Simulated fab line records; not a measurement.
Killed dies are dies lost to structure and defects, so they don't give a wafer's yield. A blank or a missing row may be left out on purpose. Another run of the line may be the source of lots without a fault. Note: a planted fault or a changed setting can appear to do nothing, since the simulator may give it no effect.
Which tool was responsible? :: flow berkeley cmos170 :: 12 lots with 36 wafers sampled at 2 steps, on a route of 331 steps

== WHAT THE GAUGES SHOWED, per wafer ==
UCB170_PSD_CD_MEAS_06 targets a cd of 1200 nm. Usual: cd nm 1199.3 nm, standard deviation 1.5.
lot: L810
measured: day 6 17:30
on: cd sem-01
cd nm (nm): 1196.9 1198.6 1198.2
flag: 

lot: L811
measured: day 6 17:37
on: cd sem-02
cd nm (nm): 1201.3 1202.8 1201.9
flag: 

lot: L809
measured: day 6 17:44
on: cd sem-01
cd nm (nm): 1199.9 1200.0 1201.1
flag: 

lot: L812
measured: day 7 01:09
on: cd sem-01
cd nm (nm): 1200.0 1199.8 1197.6
flag: 

lot: L813
measured: day 7 01:18
on: cd sem-02
cd nm (nm): 1200.6 1200.5 1199.6
flag: 

lot: L816
measured: day 8 04:44
on: cd sem-01
cd nm (nm): 1200.1 1198.8 1199.6
flag: 

lot: L815
measured: day 8 05:26
on: cd sem-02
cd nm (nm): 1197.3 1197.8 1197.7
flag: 

lot: L818
measured: day 8 07:46
on: cd sem-02
cd nm (nm): 1200.4 1200.9 1201.6
flag: 

lot: L824
measured: day 9 16:32
on: cd sem-02
cd nm (nm): 980.1 979.6 980.0
flag: OFF

lot: L822
measured: day 9 16:51
on: cd sem-02
cd nm (nm): 980.3 979.9 979.3
flag: OFF

lot: L825
measured: day 10 00:40
on: cd sem-02
cd nm (nm): 1197.7 1198.7 1199.4
flag: 

lot: L827
measured: day 10 15:35
on: cd sem-02
cd nm (nm): 1199.4 1199.9 1198.9
flag: 

== WHICH TOOL RAN EACH LOT (tool, then ch and the chambers of the sampled wafers, then the start) ==
lot: L810
UCB170_PSD_PEB_04: litho track-02 ch 0, day 6 17:14

lot: L811
UCB170_PSD_PEB_04: litho track-04 ch 0, day 6 17:21

lot: L809
UCB170_PSD_PEB_04: litho track-01 ch 0, day 6 17:28

lot: L812
UCB170_PSD_PEB_04: litho track-02 ch 0, day 7 00:53

lot: L813
UCB170_PSD_PEB_04: litho track-01 ch 0, day 7 01:02

lot: L816
UCB170_PSD_PEB_04: litho track-02 ch 0, day 8 04:28

lot: L815
UCB170_PSD_PEB_04: litho track-02 ch 0, day 8 05:10

lot: L818
UCB170_PSD_PEB_04: litho track-04 ch 0, day 8 07:30

lot: L824
UCB170_PSD_PEB_04: litho track-04 ch 0, day 9 16:16

lot: L822
UCB170_PSD_PEB_04: litho track-04 ch 0, day 9 16:32

lot: L825
UCB170_PSD_PEB_04: litho track-01 ch 0, day 10 00:23

lot: L827
UCB170_PSD_PEB_04: litho track-01 ch 0, day 10 15:19
- UCB170_PSD_PEB_04

== WHAT THE TOOLS THEMSELVES READ (means of the sampled wafers that have a number; where no wafer has one, the mark that the record gives instead) ==
UCB170_PSD_PEB_04. Usual: heater power total W 56.80 W, standard deviation 0.044; plate temp C 130.05 C, standard deviation 0.14.
lot: L810
tool: litho track-02
heater power total W (W): 56.80
plate temp C (C): 130.04
flag: 

lot: L811
tool: litho track-04
heater power total W (W): 56.77
plate temp C (C): 129.89
flag: 

lot: L809
tool: litho track-01
heater power total W (W): 56.82
plate temp C (C): 130.17
flag: 

lot: L812
tool: litho track-02
heater power total W (W): 56.78
plate temp C (C): 129.99
flag: 

lot: L813
tool: litho track-01
heater power total W (W): 56.79
plate temp C (C): 129.94
flag: 

lot: L816
tool: litho track-02
heater power total W (W): 56.83
plate temp C (C): 130.23
flag: 

lot: L815
tool: litho track-02
heater power total W (W): 56.73
plate temp C (C): 130.14
flag: 

lot: L818
tool: litho track-04
heater power total W (W): 56.84
plate temp C (C): 130.12
flag: 

lot: L824
tool: litho track-04
heater power total W (W): 47.40
plate temp C (C): 113.54
flag: OFF

lot: L822
tool: litho track-04
heater power total W (W): 47.42
plate temp C (C): 113.23
flag: OFF

lot: L825
tool: litho track-01
heater power total W (W): 56.79
plate temp C (C): 129.93
flag: 

lot: L827
tool: litho track-01
heater power total W (W): 56.83
plate temp C (C): 129.99
flag: 

== THE ANSWER, worked out from the rows above alone ==
Rule: lot off if the mean of its wafers having a number is beyond 3 standard deviations from the usual mean. Also off: a lot with no number at a reading for which 4 or more lots have one. The other lots that the step has rows for count as sound. After the gauges, taken in route order, come the tools' own readings; for these a lot's mean is taken, as printed above. At the first step where some lot is off, the reading lying furthest off is the one used; lots without a number count as furthest.
Off at UCB170_PSD_CD_MEAS_06 (cd nm): L824, L822.
A tool fits if, at a process step before that reading, it ran every lot that is off, and no sound lot after the first of them. Not tried: the gauges at UCB170_PSD_CD_MEAS_06; whatever is off there is also off at UCB170_PSD_PEB_04, on other tools, and gauge error can't account for it. One fits: litho track-04 at UCB170_PSD_PEB_04. A fault onset in the window from L818 (day 8 07:30, its last sound lot) to L824 (day 9 16:16, its first lot off) fits.
The tool's own readings at UCB170_PSD_PEB_04 bear it out: on the lots that are off they differ by more than 5 times the standard deviation of the sound lots' means. heater power total W reads 47.41 W there against 56.80 W on the sound lots; plate temp C reads 113.39 C there against 130.04 C on the sound lots.

== WHAT THE SIMULATOR HAD INSERTED ==
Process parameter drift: litho track-04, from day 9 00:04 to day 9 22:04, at UCB170_PSD_PEB_04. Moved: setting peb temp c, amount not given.
Lots struck among those shown: L824, L822. The rule above found the same.
